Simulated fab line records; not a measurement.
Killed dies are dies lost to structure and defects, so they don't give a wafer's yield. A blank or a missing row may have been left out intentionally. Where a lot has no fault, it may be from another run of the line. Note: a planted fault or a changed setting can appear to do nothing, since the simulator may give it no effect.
Which tool is to blame?	flow rit cmos	Sampling: 13 lots, 39 wafers, 4 of 202 route steps

== WHAT THE GAUGES READ, wafer by wafer ==
RIT_NRETRO_OVL_MEAS_06. Usual: for NRETRO_OVL the level is -0.9 nm and the standard deviation is 1.2.
lot	measured	on	NRETRO_OVL (nm)	flag
L391	day 2 10:46	overlay-01	-0.2 -1.0 -0.9	
L393	day 2 21:11	overlay-01	-0.9 -1.5 -1.0	
L394	day 3 02:55	overlay-01	-1.3 -2.1 -1.7	
L396	day 3 10:59	overlay-01	- - -	OFF
L397	day 3 16:36	overlay-01	0.1 -0.9 -1.5	
L398	day 3 20:49	overlay-01	-1.0 -1.0 -0.6	
L399	day 4 03:24	overlay-02	-1.0 -1.5 -0.7	
L406	day 5 13:53	overlay-02	0.3 -1.4 -0.9	
L407	day 5 18:58	overlay-01	-0.2 0.1 1.1	
L409	day 6 03:56	overlay-02	-0.9 -1.0 -0.4	
L410	day 6 09:09	overlay-01	-0.9 -0.7 -0.3	
L411	day 6 14:38	overlay-02	0.5 1.1 1.1	
L412	day 6 18:49	overlay-02	-3.2 -2.6 -2.4	

RIT_NRETRO_TW_MEAS_10. Usual: for NRETRO_TW the level is 1056 and the standard deviation is 6.2.
lot	measured	on	NRETRO_TW	flag
L391	day 2 11:23	film metro-01	1043 1043 1048	
L393	day 2 21:48	film metro-03	1056 1059 1054	
L394	day 3 03:31	film metro-01	1047 1045 1052	
L396	day 3 11:37	film metro-02	30 30 30	OFF
L397	day 3 17:13	film metro-02	1058 1056 1058	
L398	day 3 21:25	film metro-03	1064 1068 1063	
L399	day 4 04:07	film metro-01	1052 1059 1054	
L406	day 5 14:29	film metro-01	1051 1052 1055	
L407	day 5 19:35	film metro-03	1059 1059 1063	
L409	day 6 04:33	film metro-02	1060 1060 1057	
L410	day 6 09:46	film metro-03	1061 1058 1063	
L411	day 6 15:15	film metro-02	1060 1061 1064	
L412	day 6 19:25	film metro-02	1063 1059 1063	

RIT_PRETRO_TW_MEAS_10. Usual: for PRETRO_TW the level is 476.1 and the standard deviation is 2.5.
lot	measured	on	PRETRO_TW	flag
L391	day 2 12:56	film metro-04	475.9 474.8 477.6	
L393	day 2 23:22	film metro-04	473.8 472.9 476.3	
L394	day 3 05:11	film metro-04	475.6 479.9 477.2	
L396	day 3 13:17	film metro-04	1080.3 1085.5 1084.5	OFF
L397	day 3 18:55	film metro-02	475.4 479.8 476.0	
L398	day 3 23:09	film metro-02	477.5 476.0 477.3	
L399	day 4 05:44	film metro-01	473.4 477.1 478.2	
L406	day 5 16:10	film metro-01	475.6 474.3 476.6	
L407	day 5 21:08	film metro-04	475.1 477.1 480.2	
L409	day 6 06:14	film metro-01	468.4 472.9 474.9	
L410	day 6 11:26	film metro-01	473.9 473.0 476.9	
L411	day 6 16:55	film metro-01	472.9 472.9 472.0	
L412	day 6 21:06	film metro-04	479.2 477.8 476.7	

== WHICH TOOL RAN EACH LOT (tool, then ch and the chambers of the sampled wafers, then the start) ==
lot	RIT_NRETRO_EXPOSE_03
L391	iline stepper-01 ch 0, day 2 10:20
L393	iline stepper-02 ch 0, day 2 20:46
L394	iline stepper-01 ch 0, day 3 02:29
L396	iline stepper-01 ch 0, day 3 10:35
L397	iline stepper-01 ch 0, day 3 16:12
L398	iline stepper-02 ch 0, day 3 20:23
L399	iline stepper-01 ch 0, day 4 03:00
L406	iline stepper-01 ch 0, day 5 13:28
L407	iline stepper-02 ch 0, day 5 18:34
L409	iline stepper-01 ch 0, day 6 03:31
L410	iline stepper-02 ch 0, day 6 08:43
L411	iline stepper-01 ch 0, day 6 14:12
L412	iline stepper-02 ch 0, day 6 18:23
- RIT_NRETRO_EXPOSE_03: exposes mask M4, target cd 43900 nm.

== WHAT THE TOOLS THEMSELVES READ (means of the sampled wafers that have a number; where no wafer has one, the mark that the record gives instead) ==
The record holds no such reading with a usual standard deviation.

== THE ANSWER, worked out from the rows above alone ==
Rule: a lot is off if the mean of its wafers that have a number lies more than 3 standard deviations from the usual mean. Also off: a lot with no number at a reading for which 4 or more lots have one. Where the step has rows for the other lots, those lots are counted as sound. First the gauges in route order, then the tools' own readings, where a lot's mean is used as printed above. The first step at which some lot is off is used, and at that step the reading that is off furthest; a lot without a number counts as furthest.
Off: at RIT_NRETRO_OVL_MEAS_06 (NRETRO_OVL), L396. Without a number there: L396.
If a tool, at a process step before that reading, ran all the lots that are off and no sound lot after the first of them, it fits. The gauges at RIT_NRETRO_OVL_MEAS_06 aren't tried: what is off there is off at RIT_NRETRO_TW_MEAS_10 too, on other tools, and a gauge's error can't cause that. None of those tried fits.

== WHAT THE SIMULATOR HAD INSERTED ==
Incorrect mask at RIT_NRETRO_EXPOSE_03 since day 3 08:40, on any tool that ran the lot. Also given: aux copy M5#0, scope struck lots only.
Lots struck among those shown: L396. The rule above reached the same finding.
